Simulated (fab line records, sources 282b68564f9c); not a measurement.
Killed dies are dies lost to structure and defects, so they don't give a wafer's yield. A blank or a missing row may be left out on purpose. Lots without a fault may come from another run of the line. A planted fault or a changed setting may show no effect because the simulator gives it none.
A struck lot beside a sound one | flow rit_cmos | 15 steps out of a route of 202
Sound: wafers L407.1, L407.3, L407.5. Struck: wafers L411.1, L411.2, L411.3. The cause comes at the end.
At each step with rows: each side's tool, then ch and its chambers, then its first start. Under that, the readings that differ: sound wafers | struck wafers | difference of the means | sigmas: that difference in standard deviations of wafers without a fault.
alike: readings whose means differ by less than 2 such deviations, and words and numbers that are the same on both sides. not compared: withheld readings, readings that some wafer has no value for, bounds like >300 that may hide the same value, and numbers for which the record gives no deviation and whose values overlap.
The two part at a step that has a row with sigmas, a row that says differs or no value, or rows on one side only. Numbers that don't overlap but have no deviation are shown without sigmas and don't part them. A reading that every wafer of one side lacks parts them only if that side has two wafers or more.

RIT_GATE_OVL_MEAS_17:
  sound on overlay-02, day 4 12:01; struck on overlay-01, day 5 14:05
  alike: GATE_OVL
then, 1 step without rows for these wafers: RIT_GATE_HARDBAKE_18 (time 60 s).
RIT_GATE_ETCH_19: etches poly-Si in SF6/CHF3/O2, stops on SiO2, time 165 s, target depth 312.5 nm.
  sound on rie_si-01 ch 0,1,3, day 4 12:13; struck on rie_si-01 ch 0,1,3, day 5 14:16
  alike: drypump_motor_current_A, oes_product_au, rf_fwd_power_W, throttle_valve_pct
  not compared: rf_hours_counter_h
RIT_GATE_STRIP_20: strips in O2, time 180 s.
  sound on plasma_asher-02 ch 0,1, day 4 12:19; struck on plasma_asher-01 ch 0,1, day 5 14:23
  alike: drypump_motor_current_A
  not compared: rf_hours_counter_h
RIT_GATE_CD_MEAS_90: target cd 150 nm.
  sound on cd_sem-01, day 4 12:29; struck on cd_sem-02, day 5 14:33
  alike: cd_nm
then, 4 steps without rows for these wafers: RIT_REOX_CLEAN_00 (cleans in SC1, time 600 s); RIT_REOX_CLEAN_01 (cleans in dHF, time 30 s); RIT_REOX_CLEAN_02 (cleans in SC2, time 600 s); RIT_REOX_OXIDATION_03 (target thk 25.2 nm, ox time 5580 s).
RIT_REOX_THK_MEAS_04:
  sound on film_metro-02, day 4 16:49; struck on film_metro-02, day 5 19:15
  reading             | sound          | struck         | difference | sigmas
  REOX_OXIDE_THK (nm) | 26.6 27.1 27.0 | 24.7 24.4 24.8 | -2.3       | -4
then, 2 steps without rows for these wafers: RIT_NLDD_HMDS_00 (prime time 60 s); RIT_NLDD_COAT_01 (resist thk 1000 nm).
RIT_NLDD_SOFTBAKE_02: time 60 s.
  sound on litho_track-01 ch 0, day 4 17:11; struck on litho_track-04 ch 0, day 5 19:37
  reading                  | sound             | struck            | difference | sigmas
  heater_power_total_W (W) | 34.58 34.45 34.56 | 35.28 35.20 35.18 | +0.69      | +13
  plate_temp_C (C)         | 90.04 89.97 90.07 | 91.19 91.13 91.18 | +1.14      | +10
  alike: resist_line_temp_C
then, 1 step without rows for these wafers: RIT_NLDD_EXPOSE_03 (exposes mask M7, target cd 40700 nm).
RIT_M1_PROBE_99:
  sound on prober-02, day 5 09:07; struck on prober-02, day 6 11:43
  alike: killed_at_contacts, killed_at_front_end, killed_dies, killed_open, killed_short

WHERE THEY PART
First at RIT_REOX_THK_MEAS_04; last, within this record, at RIT_NLDD_SOFTBAKE_02. Later steps at which nothing parts them and some readings are alike: RIT_M1_PROBE_99.

WHY: what the simulator had put in
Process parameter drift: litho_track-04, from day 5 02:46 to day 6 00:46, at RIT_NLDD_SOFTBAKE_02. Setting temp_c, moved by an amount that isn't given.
